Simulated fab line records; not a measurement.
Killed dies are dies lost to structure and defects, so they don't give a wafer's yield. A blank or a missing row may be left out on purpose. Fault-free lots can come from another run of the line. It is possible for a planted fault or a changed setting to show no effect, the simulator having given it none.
Tool commonality check ; flow rit cmos ; 42 wafers sampled across 14 lots

## WHY IT WAS OPENED
At RIT_M1_CD_MEAS_90 the reading cd nm is flagged on 2 of 14 lots. Fault-free wafers read 2599 nm, with a standard deviation of 3.4.
Rule: a lot is flagged in two cases, either no wafer of it has a number, or all its wafers with numbers fall more than 4 standard deviations from that mean. As for the other lots, they are considered sound.

lot;measured;on;cd nm (nm), wafer by wafer;flag
L248;day 3 07:11;cd sem-01;2597 2595 2595;
L249;day 3 12:57;cd sem-01;2597 2600 2595;
L253;day 4 07:48;cd sem-02;2600 2602 2601;
L254;day 4 13:16;cd sem-02;2594 2595 2595;
L255;day 4 18:02;cd sem-01;2599 2602 2605;
L256;day 4 23:43;cd sem-01;2606 2604 2603;
L258;day 5 09:28;cd sem-01;2605 2605 2604;
L259;day 5 13:50;cd sem-02;2601 2599 2601;
L260;day 5 20:26;cd sem-01;2594 2593 2593;
L262;day 6 05:35;cd sem-01;2598 2602 2600;
L263;day 6 09:27;cd sem-01;2597 2598 2599;
L265;day 6 21:25;cd sem-01;2579 2576 2576;FLAGGED
L267;day 7 05:52;cd sem-01;2584 2581 2584;FLAGGED
L271;day 8 03:19;cd sem-01;2605 2603 2606;
The numbers of the flagged lots are 2580 nm on average: -19 nm against the usual, or -6 standard deviations.

## WHICH TOOL EACH LOT WENT THROUGH
The record holds 1 process step before the reading, out of a route of 202 steps. In each cell: the tool, then ch and the chambers that the sampled wafers went through, then the start.
lot;flag;RIT_M1_METAL_ETCH_12
L248;;rie metal-03 ch 0,1, day 3 06:40
L249;;rie metal-04 ch 0,1, day 3 12:26
L253;;rie metal-02 ch 0,1, day 4 07:16
L254;;rie metal-03 ch 0,1, day 4 12:43
L255;;rie metal-04 ch 0,1, day 4 17:31
L256;;rie metal-02 ch 0,1, day 4 23:11
L258;;rie metal-04 ch 1, day 5 08:45
L259;;rie metal-02 ch 0,1, day 5 13:17
L260;;rie metal-03 ch 0,1, day 5 19:55
L262;;rie metal-02 ch 0,1, day 6 05:02
L263;;rie metal-03 ch 0,1, day 6 08:57
L265;FLAGGED;rie metal-03 ch 0,1, day 6 20:43
L267;FLAGGED;rie metal-03 ch 0,1, day 7 05:22
L271;;rie metal-04 ch 0,1, day 8 02:47
What these steps do:
- RIT_M1_METAL_ETCH_12: etches Al in Cl2/BCl3, stops on SiO2, time 165 s, target depth 600 nm.
- RIT_M1_CD_MEAS_90: target cd 2600 nm.

## FLAGGED AGAINST TOTAL, ONE TOOL AT A TIME (gauges that did the reading follow at the end)
step;tool;lots run;flagged;share of the flagged lots;sound lots run after its first flagged lot
RIT_M1_METAL_ETCH_12;rie metal-02;4;0;none;-
RIT_M1_METAL_ETCH_12;rie metal-03;6;2;all;0
RIT_M1_METAL_ETCH_12;rie metal-04;4;0;none;-
RIT_M1_CD_MEAS_90;cd sem-01;11;2;all;1 (L271)
RIT_M1_CD_MEAS_90;cd sem-02;3;0;none;-

## THE TABLE: WHAT IT ALLOWS
Table rows that saw every flagged lot: 2, namely rie metal-03 at RIT_M1_METAL_ETCH_12 and cd sem-01 at RIT_M1_CD_MEAS_90.
- rie metal-03 at RIT_M1_METAL_ETCH_12: 2 of its 6 lots flagged. It ran its last sound lot, L263, at day 6 08:57 and its first flagged lot, L265, at day 6 20:43: a fault with its onset between the two fits.
- cd sem-01 at RIT_M1_CD_MEAS_90: 2 of its 11 lots flagged. Sound lots followed the first flagged one (L271) on it, something a lasting fault affecting the whole tool could not allow.
Just one tool remains: rie metal-03 at RIT_M1_METAL_ETCH_12.

## WHAT THE SIMULATOR HAD PUT IN
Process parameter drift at RIT_M1_METAL_ETCH_12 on rie metal-03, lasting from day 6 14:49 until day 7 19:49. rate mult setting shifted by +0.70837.
Shown lots that were struck: L265, L267. This agrees with what the rule above found.
